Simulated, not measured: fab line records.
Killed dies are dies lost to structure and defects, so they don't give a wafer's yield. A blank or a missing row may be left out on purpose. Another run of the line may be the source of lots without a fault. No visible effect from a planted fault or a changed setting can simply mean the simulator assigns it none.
Which tool is to blame? / flow berkeley cmos170 / 14 lots, 41 wafers sampled, at 5 steps of a route of 331

== WHAT THE GAUGES READ, wafer by wafer ==
UCB170_NLDD_OVL_MEAS_07. Usual: NLDD_OVL typically reads -2 nm, with standard deviation 5.7.
lot=L554; measured=day 5 19:19; on=overlay-01; NLDD_OVL (nm)=-9 -15 -3; flag=
lot=L555; measured=day 6 05:33; on=overlay-02; NLDD_OVL (nm)=6 3 -1; flag=
lot=L556; measured=day 6 19:13; on=overlay-01; NLDD_OVL (nm)=-11 -10 -12; flag=
lot=L559; measured=day 7 03:02; on=overlay-01; NLDD_OVL (nm)=-3 -7 -8; flag=
lot=L560; measured=day 7 03:33; on=overlay-02; NLDD_OVL (nm)=1 3 2; flag=
lot=L561; measured=day 7 03:49; on=overlay-01; NLDD_OVL (nm)=-1 -6 8; flag=
lot=L563; measured=day 7 19:19; on=overlay-02; NLDD_OVL (nm)=-9 -5 -7; flag=
lot=L564; measured=day 8 02:46; on=overlay-02; NLDD_OVL (nm)=0 1 -11; flag=
lot=L566; measured=day 8 11:12; on=overlay-02; NLDD_OVL (nm)=6 5 -3; flag=
lot=L571; measured=day 9 21:10; on=overlay-02; NLDD_OVL (nm)=2 2 3; flag=
lot=L570; measured=day 9 21:33; on=overlay-02; NLDD_OVL (nm)=-5 -4; flag=
lot=L573; measured=day 10 01:32; on=overlay-01; NLDD_OVL (nm)=5 11 12; flag=
lot=L576; measured=day 10 19:58; on=overlay-02; NLDD_OVL (nm)=2 -1 -4; flag=
lot=L577; measured=day 11 13:55; on=overlay-02; NLDD_OVL (nm)=-6 1 -5; flag=

UCB170_M1_CD_MEAS_90 targets a cd of 700 nm. Usual: cd nm reads 700.6 nm (standard deviation 2).
lot=L554; measured=day 6 18:24; on=cd sem-02; cd nm (nm)=700.5 702.2 702.2; flag=
lot=L555; measured=day 6 22:26; on=cd sem-01; cd nm (nm)=700.9 700.9 698.9; flag=
lot=L556; measured=day 7 13:01; on=cd sem-01; cd nm (nm)=700.3 704.1 701.1; flag=
lot=L559; measured=day 7 20:16; on=cd sem-02; cd nm (nm)=700.4 699.8 702.4; flag=
lot=L560; measured=day 7 20:43; on=cd sem-02; cd nm (nm)=701.3 702.6 703.7; flag=
lot=L561; measured=day 7 21:50; on=cd sem-02; cd nm (nm)=702.8 702.2 700.8; flag=
lot=L563; measured=day 8 14:02; on=cd sem-01; cd nm (nm)=702.7 705.6 704.9; flag=
lot=L564; measured=day 8 20:15; on=cd sem-01; cd nm (nm)=702.8 703.4 700.0; flag=
lot=L566; measured=day 9 06:08; on=cd sem-01; cd nm (nm)=703.5 700.6 701.2; flag=
lot=L571; measured=day 10 19:49; on=cd sem-02; cd nm (nm)=702.1 702.7 701.9; flag=
lot=L570; measured=day 10 16:55; on=cd sem-02; cd nm (nm)=686.9 687.3; flag=OFF
lot=L573; measured=day 10 20:25; on=cd sem-02; cd nm (nm)=690.2 689.3 691.4; flag=OFF
lot=L576; measured=day 11 16:40; on=cd sem-02; cd nm (nm)=699.4 697.4 699.7; flag=
lot=L577; measured=day 12 06:40; on=cd sem-01; cd nm (nm)=697.7 699.6 698.8; flag=

UCB170_M2_RS_MEAS_02: the measuring method here is four-point-probe. Usual: M2_AL_RS typically reads 0.0323 ohm/sq, with standard deviation 0.00038.
lot=L554; measured=day 7 02:13; on=film metro-02; M2_AL_RS (ohm/sq)=0.0321 0.0321 0.0321; flag=
lot=L555; measured=day 7 05:27; on=film metro-02; M2_AL_RS (ohm/sq)=0.0323 0.0324 0.0322; flag=
lot=L556; measured=day 7 21:09; on=film metro-02; M2_AL_RS (ohm/sq)=0.0323 0.0327 0.0325; flag=
lot=L559; measured=day 8 05:09; on=film metro-02; M2_AL_RS (ohm/sq)=0.0321 0.0323 0.0323; flag=
lot=L560; measured=day 8 05:47; on=film metro-01; M2_AL_RS (ohm/sq)=0.0322 0.0324 0.0322; flag=
lot=L561; measured=day 8 05:40; on=film metro-02; M2_AL_RS (ohm/sq)=0.0319 0.0321 0.0320; flag=
lot=L563; measured=day 8 22:38; on=film metro-02; M2_AL_RS (ohm/sq)=0.0326 0.0326 0.0326; flag=
lot=L564; measured=day 9 04:43; on=film metro-03; M2_AL_RS (ohm/sq)=0.0325 0.0325 0.0325; flag=
lot=L566; measured=day 9 17:30; on=film metro-01; M2_AL_RS (ohm/sq)=0.0322 0.0320 0.0322; flag=
lot=L571; measured=day 11 02:39; on=film metro-03; M2_AL_RS (ohm/sq)=0.0323 0.0325 0.0323; flag=
lot=L570; measured=day 10 22:42; on=film metro-03; M2_AL_RS (ohm/sq)=0.0324 0.0325; flag=
lot=L573; measured=day 11 02:56; on=film metro-02; M2_AL_RS (ohm/sq)=0.0321 0.0316 0.0320; flag=
lot=L576; measured=day 11 23:27; on=film metro-01; M2_AL_RS (ohm/sq)=0.0321 0.0320 0.0326; flag=
lot=L577; measured=day 12 13:41; on=film metro-01; M2_AL_RS (ohm/sq)=0.0327 0.0330 0.0329; flag=

== TOOL THAT RAN EACH LOT (tool first, then ch and the chambers of the sampled wafers, then the start) ==
lot=L554; UCB170_M1_METAL_ETCH_12=rie metal-01 ch 0,1, day 6 18:10; UCB170_M1_STRIP_13=plasma asher-02 ch 0,1, day 6 18:18
lot=L555; UCB170_M1_METAL_ETCH_12=rie metal-02 ch 0,1, day 6 22:11; UCB170_M1_STRIP_13=plasma asher-04 ch 0,1, day 6 22:19
lot=L556; UCB170_M1_METAL_ETCH_12=rie metal-04 ch 0,1, day 7 12:47; UCB170_M1_STRIP_13=plasma asher-02 ch 0,1, day 7 12:55
lot=L559; UCB170_M1_METAL_ETCH_12=rie metal-02 ch 0,1, day 7 20:02; UCB170_M1_STRIP_13=plasma asher-01 ch 0,1, day 7 20:10
lot=L560; UCB170_M1_METAL_ETCH_12=rie metal-04 ch 0,1, day 7 20:29; UCB170_M1_STRIP_13=plasma asher-04 ch 0,1, day 7 20:37
lot=L561; UCB170_M1_METAL_ETCH_12=rie metal-02 ch 0,1, day 7 21:37; UCB170_M1_STRIP_13=plasma asher-02 ch 0,1, day 7 21:44
lot=L563; UCB170_M1_METAL_ETCH_12=rie metal-02 ch 0,1, day 8 13:48; UCB170_M1_STRIP_13=plasma asher-01 ch 0,1, day 8 13:56
lot=L564; UCB170_M1_METAL_ETCH_12=rie metal-04 ch 0,1, day 8 20:00; UCB170_M1_STRIP_13=plasma asher-01 ch 0,1, day 8 20:07
lot=L566; UCB170_M1_METAL_ETCH_12=rie metal-02 ch 0,1, day 9 05:51; UCB170_M1_STRIP_13=plasma asher-04 ch 0,1, day 9 05:59
lot=L571; UCB170_M1_METAL_ETCH_12=rie metal-01 ch 0,1, day 10 19:35; UCB170_M1_STRIP_13=plasma asher-04 ch 0,1, day 10 19:43
lot=L570; UCB170_M1_METAL_ETCH_12=rie metal-02 ch 1, day 10 16:41; UCB170_M1_STRIP_13=plasma asher-01 ch 0, day 10 16:49
lot=L573; UCB170_M1_METAL_ETCH_12=rie metal-02 ch 0,1, day 10 20:11; UCB170_M1_STRIP_13=plasma asher-01 ch 0,1, day 10 20:18
lot=L576; UCB170_M1_METAL_ETCH_12=rie metal-01 ch 0,1, day 11 16:26; UCB170_M1_STRIP_13=plasma asher-02 ch 0,1, day 11 16:34
lot=L577; UCB170_M1_METAL_ETCH_12=rie metal-04 ch 0,1, day 12 06:26; UCB170_M1_STRIP_13=plasma asher-01 ch 0,1, day 12 06:34
- UCB170_M1_METAL_ETCH_12: etches Al in Cl2/BCl3, stops on PSG, target depth 780 nm, time 130 s.
- UCB170_M1_STRIP_13: strips in O2.

== AS READ BY THE TOOLS THEMSELVES (means over the sampled wafers that have a number; for cases with no such wafer, the mark the record gives instead) ==
UCB170_M1_METAL_ETCH_12. Usual: drypump motor current A 5.5 A, standard deviation 0.34; oes product au 0.847 a.u., standard deviation 0.011; throttle valve pct 24.42 %, standard deviation 0.13.
lot=L554; tool=rie metal-01; drypump motor current A (A)=5.1; oes product au (a.u.)=0.837; throttle valve pct (%)=24.32; flag=
lot=L555; tool=rie metal-02; drypump motor current A (A)=5.7; oes product au (a.u.)=0.862; throttle valve pct (%)=24.58; flag=
lot=L556; tool=rie metal-04; drypump motor current A (A)=5.4; oes product au (a.u.)=0.833; throttle valve pct (%)=24.32; flag=
lot=L559; tool=rie metal-02; drypump motor current A (A)=5.7; oes product au (a.u.)=0.854; throttle valve pct (%)=24.58; flag=
lot=L560; tool=rie metal-04; drypump motor current A (A)=5.4; oes product au (a.u.)=0.829; throttle valve pct (%)=24.32; flag=
lot=L561; tool=rie metal-02; drypump motor current A (A)=5.6; oes product au (a.u.)=0.866; throttle valve pct (%)=24.50; flag=
lot=L563; tool=rie metal-02; drypump motor current A (A)=5.6; oes product au (a.u.)=0.862; throttle valve pct (%)=24.50; flag=
lot=L564; tool=rie metal-04; drypump motor current A (A)=5.7; oes product au (a.u.)=0.842; throttle valve pct (%)=24.38; flag=
lot=L566; tool=rie metal-02; drypump motor current A (A)=5.7; oes product au (a.u.)=0.849; throttle valve pct (%)=24.59; flag=
lot=L571; tool=rie metal-01; drypump motor current A (A)=5.2; oes product au (a.u.)=0.838; throttle valve pct (%)=24.33; flag=
lot=L570; tool=rie metal-02; drypump motor current A (A)=5.7; oes product au (a.u.)=0.855; throttle valve pct (%)=24.64; flag=
lot=L573; tool=rie metal-02; drypump motor current A (A)=5.7; oes product au (a.u.)=0.857; throttle valve pct (%)=24.57; flag=
lot=L576; tool=rie metal-01; drypump motor current A (A)=5.2; oes product au (a.u.)=0.836; throttle valve pct (%)=24.33; flag=
lot=L577; tool=rie metal-04; drypump motor current A (A)=5.7; oes product au (a.u.)=0.841; throttle valve pct (%)=24.38; flag=

UCB170_M1_STRIP_13. Usual: drypump motor current A 5.7 A, standard deviation 0.59; oes product au 0.720 a.u., standard deviation 0.005.
lot=L554; tool=plasma asher-02; drypump motor current A (A)=6.0; oes product au (a.u.)=0.720; flag=
lot=L555; tool=plasma asher-04; drypump motor current A (A)=5.2; oes product au (a.u.)=0.718; flag=
lot=L556; tool=plasma asher-02; drypump motor current A (A)=6.2; oes product au (a.u.)=0.718; flag=
lot=L559; tool=plasma asher-01; drypump motor current A (A)=5.7; oes product au (a.u.)=0.719; flag=
lot=L560; tool=plasma asher-04; drypump motor current A (A)=5.2; oes product au (a.u.)=0.719; flag=
lot=L561; tool=plasma asher-02; drypump motor current A (A)=6.0; oes product au (a.u.)=0.721; flag=
lot=L563; tool=plasma asher-01; drypump motor current A (A)=6.2; oes product au (a.u.)=0.724; flag=
lot=L564; tool=plasma asher-01; drypump motor current A (A)=6.1; oes product au (a.u.)=0.720; flag=
lot=L566; tool=plasma asher-04; drypump motor current A (A)=5.2; oes product au (a.u.)=0.718; flag=
lot=L571; tool=plasma asher-04; drypump motor current A (A)=5.1; oes product au (a.u.)=0.722; flag=
lot=L570; tool=plasma asher-01; drypump motor current A (A)=5.3; oes product au (a.u.)=0.590; flag=OFF
lot=L573; tool=plasma asher-01; drypump motor current A (A)=6.1; oes product au (a.u.)=0.594; flag=OFF
lot=L576; tool=plasma asher-02; drypump motor current A (A)=6.1; oes product au (a.u.)=0.721; flag=
lot=L577; tool=plasma asher-01; drypump motor current A (A)=5.7; oes product au (a.u.)=0.719; flag=

== THE ANSWER, worked out from the rows above alone ==
Rule: lot off if the mean of its wafers having a number is beyond 3 standard deviations from the usual mean. A lot without any number at a reading at which 4 lots or more have one is off too. The other lots that the step has rows for count as sound. Order of review: gauges by route order, followed by the tools' own readings, for which a lot's mean as printed above is used. At the first step where some lot is off, the reading lying furthest off is the one used; lots without a number count as furthest.
Off: L570, L573, at UCB170_M1_CD_MEAS_90 (cd nm).
A tool fits if, at a process step before that reading, it ran every lot that is off, and no sound lot after the first of them. Not tried: the gauges at UCB170_M1_CD_MEAS_90; whatever is off there is also off at UCB170_M1_STRIP_13, on other tools, and gauge error can't account for it. One fits: UCB170_M1_METAL_ETCH_12 on rie metal-02. Its last sound lot is L566 (day 9 05:51), its first lot that is off L570 (day 10 16:41): a fault that began between those two fits.

== WHAT THE SIMULATOR HAD PUT IN ==
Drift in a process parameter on rie metal-02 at UCB170_M1_METAL_ETCH_12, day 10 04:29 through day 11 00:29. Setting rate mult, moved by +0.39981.
Struck lots among those shown: L570, L573. Same finding as the rule above.
